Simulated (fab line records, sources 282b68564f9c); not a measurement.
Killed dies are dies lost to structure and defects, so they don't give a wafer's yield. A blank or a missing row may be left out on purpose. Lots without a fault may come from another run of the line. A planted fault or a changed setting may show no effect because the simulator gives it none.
Which tool did it? | flow rit_cmos | 14 lots, 42 wafers sampled, at 2 steps of a route of 202

WHAT THE GAUGES READ, wafer by wafer
The record holds no reading of a measuring or inspecting step that can be judged against a usual standard deviation.

WHICH TOOL RAN EACH LOT (tool, then ch and the chambers of the sampled wafers, then the start)
lot  | RIT_ACTIVE_ETCH_13                | RIT_M1_PROBE_99
L609 | rie_diel-01 ch 0,3, day 1 14:59   | -
L610 | rie_diel-02 ch 0,1,3, day 1 22:36 | -
L611 | rie_diel-02 ch 0,2, day 2 05:19   | prober-02, day 4 05:36
L612 | rie_diel-01 ch 0,2, day 2 09:28   | -
L613 | rie_diel-02 ch 0,1,3, day 2 11:52 | -
L614 | rie_diel-04 ch 0,1, day 2 19:17   | -
L616 | rie_diel-04 ch 0,1,2, day 3 03:31 | prober-01, day 5 11:10
L620 | rie_diel-04 ch 0,2,3, day 3 22:31 | prober-01, day 6 15:14
L621 | rie_diel-04 ch 1,3, day 4 05:31   | -
L623 | rie_diel-04 ch 0,2, day 4 15:02   | prober-02, day 7 08:52
L624 | rie_diel-01 ch 1,2,3, day 4 21:26 | prober-01, day 7 12:30
L626 | rie_diel-02 ch 2,3, day 5 08:37   | prober-02, day 8 00:09
L628 | rie_diel-02 ch 0,3, day 5 14:22   | prober-02, day 8 09:30
L631 | rie_diel-02 ch 0,1,3, day 6 10:16 | -
- RIT_ACTIVE_ETCH_13: etches Si3N4 in SF6, stops on SiO2, time 210 s, target depth 210 nm.
- RIT_M1_PROBE_99

WHAT THE TOOLS THEMSELVES READ (means of the sampled wafers that have a number; where no wafer has one, the mark that the record gives instead)
RIT_ACTIVE_ETCH_13.
lot  | tool        | drypump_motor_current_A (A) | oes_product_au (a.u.) | rf_fwd_power_W (W) | run_length_s (s) | throttle_valve_pct (%)
L609 | rie_diel-01 | 5.2                         | 0.828                 | 124.9              | 238.2            | 7.62
L610 | rie_diel-02 | 6.0                         | 0.837                 | 124.4              | 238.2            | 7.45
L611 | rie_diel-02 | 5.7                         | 0.847                 | 124.8              | 238.7            | 7.66
L612 | rie_diel-01 | 5.6                         | 0.845                 | 124.9              | 238.8            | 7.41
L613 | rie_diel-02 | 5.9                         | 0.845                 | 124.3              | 238.1            | 7.46
L614 | rie_diel-04 | 5.9                         | 0.816                 | 124.2              | 238.0            | 7.39
L616 | rie_diel-04 | 5.7                         | 0.826                 | 125.0              | 238.0            | 7.48
L620 | rie_diel-04 | 5.5                         | 0.836                 | 124.6              | 238.2            | 7.44
L621 | rie_diel-04 | 5.8                         | 0.715                 | 124.7              | 301.0            | 7.41
L623 | rie_diel-04 | 5.4                         | 0.732                 | 125.0              | 301.1            | 7.52
L624 | rie_diel-01 | 5.5                         | 0.839                 | 124.8              | 238.6            | 7.48
L626 | rie_diel-02 | 6.0                         | 0.845                 | 124.3              | 238.5            | 7.57
L628 | rie_diel-02 | 5.6                         | 0.843                 | 124.5              | 238.6            | 7.55
L631 | rie_diel-02 | 5.9                         | 0.846                 | 125.0              | 238.5            | 7.45

RIT_M1_PROBE_99.
lot  | tool      | killed_at_contacts | killed_at_front_end | killed_dies | killed_open | killed_short
L611 | prober-02 | 0.0                | 12.7                | 12.7        | 6.0         | 6.7
L616 | prober-01 | 0.0                | 6.7                 | 6.7         | 3.0         | 3.0
L620 | prober-01 | 0.0                | 7.7                 | 7.7         | 4.0         | 3.7
L623 | prober-02 | 0.0                | 7.0                 | 7.0         | 1.0         | 5.0
L624 | prober-01 | 0.3                | 6.7                 | 7.0         | 3.0         | 4.0
L626 | prober-02 | 0.0                | 9.7                 | 9.7         | 2.7         | 7.0
L628 | prober-02 | 0.0                | 10.3                | 10.3        | 5.3         | 5.0

THE ANSWER, worked out from the rows above alone
Rule: what is usual is taken from the lots themselves. Put in order of their means at a reading, lots are off if they are a third of the lots or fewer, leave a main group of 4 or more, and stand apart from it by a gap of 3 or more times the standard deviation of the main group's means; of several such gaps the widest counts. A main group whose means are all the same, to the digits that the tables above print for the reading, isn't used. A lot without any number at a reading at which 4 lots or more have one is off too. The other lots that the step has rows for count as sound. The gauges are gone through in route order, then the tools' own readings, and for those a lot's mean is taken as printed above. The first step at which some lot is off is used, and at that step the reading that is off furthest; a lot without a number counts as furthest.
Off: L621, L623, at RIT_ACTIVE_ETCH_13 (run_length_s). The main group: mean 238.4 s, standard deviation 0.27.
A tool fits if, at that step or a process step before it, it ran every lot that is off, and no sound lot after the first of them. One fits: rie_diel-04 at RIT_ACTIVE_ETCH_13. Its last sound lot is L620 (day 3 22:31), its first lot that is off L621 (day 4 05:31): a fault that began between those two fits.
The tool's own readings at RIT_ACTIVE_ETCH_13 bear it out: on the lots that are off they differ by more than 5 times the standard deviation of the sound lots' means. oes_product_au reads 0.724 a.u. there against 0.838 a.u. on the sound lots; run_length_s reads 301.1 s there against 238.4 s on the sound lots.

WHAT THE SIMULATOR HAD PUT IN
Process parameter drift: rie_diel-04, from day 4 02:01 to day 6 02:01, at RIT_ACTIVE_ETCH_13. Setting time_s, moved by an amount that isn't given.
Lots struck among those shown: L621, L623. The rule above found the same.
